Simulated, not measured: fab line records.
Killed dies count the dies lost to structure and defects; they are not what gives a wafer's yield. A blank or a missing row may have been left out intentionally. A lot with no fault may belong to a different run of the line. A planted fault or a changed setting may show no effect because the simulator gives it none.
A struck lot beside a sound one / flow berkeley-cmos170 / 15 steps out of a route of 331
Sound: these wafers, L991.1, L991.2, L991.5. Struck: wafers L101.2, L101.4, L101.6. At the end, the cause is stated.
For every step that has rows: the tool of each side, followed by ch and its chambers, followed by its first start. Under that, the readings that differ: sound wafers / struck wafers / difference of the means / sigmas: that difference in standard deviations of wafers without a fault.
alike: same words and numbers on both sides, and readings whose means sit less than 2 such deviations apart. not compared: any withheld reading, any reading some wafer has no value for, any bound like >300 that may hide the same value, and any number with overlapping values for which the record gives no deviation.
The two part at a step that has a row with sigmas, a row that says differs or no value, or rows on one side only. When numbers do not overlap yet have no deviation, they are printed without sigmas and do not part them. A reading that every wafer of one side lacks parts them only if that side has two wafers or more.

UCB170_NWELL_THK_MEAS_02:
  sound on film-metro-03, day 3 19:10; struck on film-metro-02, day 5 21:21
  alike: NWELL_OXIDE_THK
then, 2 steps without rows for these wafers: UCB170_NWELL_ANNEAL_03 (time 900 s); UCB170_NWELL_CVD_04 (deposits Si3N4 from SiH2Cl2/NH3, target thk 224 nm, time 3360 s).
UCB170_NWELL_THK_MEAS_05:
  sound on film-metro-04, day 4 04:23; struck on film-metro-03, day 6 11:04
  alike: NWELL_NITRIDE_THK
then, 6 steps without rows for these wafers: UCB170_NWELL_HMDS_06 (prime time 60 s); UCB170_NWELL_COAT_07 (resist thk 900 nm); UCB170_NWELL_SOFTBAKE_08 (time 60 s); UCB170_NWELL_EXPOSE_09 (exposes mask NWELL, target cd 3000 nm); UCB170_NWELL_PEB_10; UCB170_NWELL_DEVELOP_11 (develop time 45 s).
UCB170_NWELL_OVL_MEAS_12:
  sound on overlay-02, day 4 05:25; struck on overlay-01, day 6 12:31
reading=NWELL_OVL (nm); sound=-2 -6 -10; struck=8 15 14; difference=+18; sigmas=+4
UCB170_NWELL_ETCH_13: etches Si3N4 in CH3F/Ar/O2, stops on SiO2, target depth 246.4 nm, time 154 s.
  sound on rie-diel-01 ch 0,1,2, day 4 05:27; struck on rie-diel-02 ch 0,3, day 6 12:32
  alike: drypump-motor-current-A, oes-product-au, throttle-valve-pct
  not compared: rf-hours-counter-h
UCB170_NWELL_IMPLANT_14:
  sound on implanter-04 ch 0, day 4 05:34; struck on implanter-04 ch 0, day 6 12:40
reading=dose-ions-cm2; sound=9.998e+12 9.98e+12 9.981e+12; struck=1.1004e+13 1.1011e+13 1.0991e+13; difference=+1.0157e+12; sigmas=+99 or more
reading=faraday-current-uA; sound=32.5 31.0 31.0; struck=35.3 34.7 34.1; difference=+3.2; sigmas=+6
UCB170_NWELL_STRIP_15: strips in O2.
  sound on plasma-asher-03 ch 0,1, day 4 05:43; struck on plasma-asher-01 ch 0, day 6 12:47
  alike: drypump-motor-current-A, oes-product-au, strip-time-to-endpoint-s
  not compared: rf-hours-counter-h
-- the record jumps here: 7 days lie between the struck wafers' starts before and after (it left off in module NWELL and takes up again in module M3, whose first step shown is number 331 of the route) --
UCB170_M3_PROBE_99:
  sound on prober-01, day 10 09:31; struck on prober-02, day 13 01:14
reading=model.etest.nwell-pinched.rs-ohm-sq; sound=1309 1294 1292; struck=1185 1174 1199; difference=-112; sigmas=
reading=model.etest.nwell.rs-ohm-sq; sound=869.8 865.5 865.5; struck=804.8 791 804.9; difference=-66.7; sigmas=
reading=model.etest.nwell.width-nm (nm); sound=2368 2362 2369; struck=2401 2409 2406; difference=+39; sigmas=
reading=model.etest.nwell.line-ohm-um; sound=366.6 364.1 365.7; struck=328.9 329 334.4; difference=-34.7; sigmas=
reading=model.etest.field-p-metal.vt-v (V); sound=-59.72 -60.01 -59.4; struck=-62.98 -63.2 -63.27; difference=-3.44; sigmas=
reading=model.etest.iso-pplus-pwell.bv-v (V); sound=23.17 23.09 22.18; struck=24.1 24.41 24.6; difference=+1.6; sigmas=
reading=model.etest.vpnp.gain; sound=11.62 11.33 11.45; struck=10.32 10.33 10.25; difference=-1.17; sigmas=
reading=model.etest.field-p.vt-v (V); sound=-20.82 -20.89 -20.47; struck=-21.45 -21.82 -21.87; difference=-0.99; sigmas=

WHERE THEY PART
Last at UCB170_NWELL_IMPLANT_14 as far as this record goes, first at UCB170_NWELL_OVL_MEAS_12. Later steps at which nothing parts them and some readings are alike: UCB170_NWELL_STRIP_15.

WHY: what the simulator had put in
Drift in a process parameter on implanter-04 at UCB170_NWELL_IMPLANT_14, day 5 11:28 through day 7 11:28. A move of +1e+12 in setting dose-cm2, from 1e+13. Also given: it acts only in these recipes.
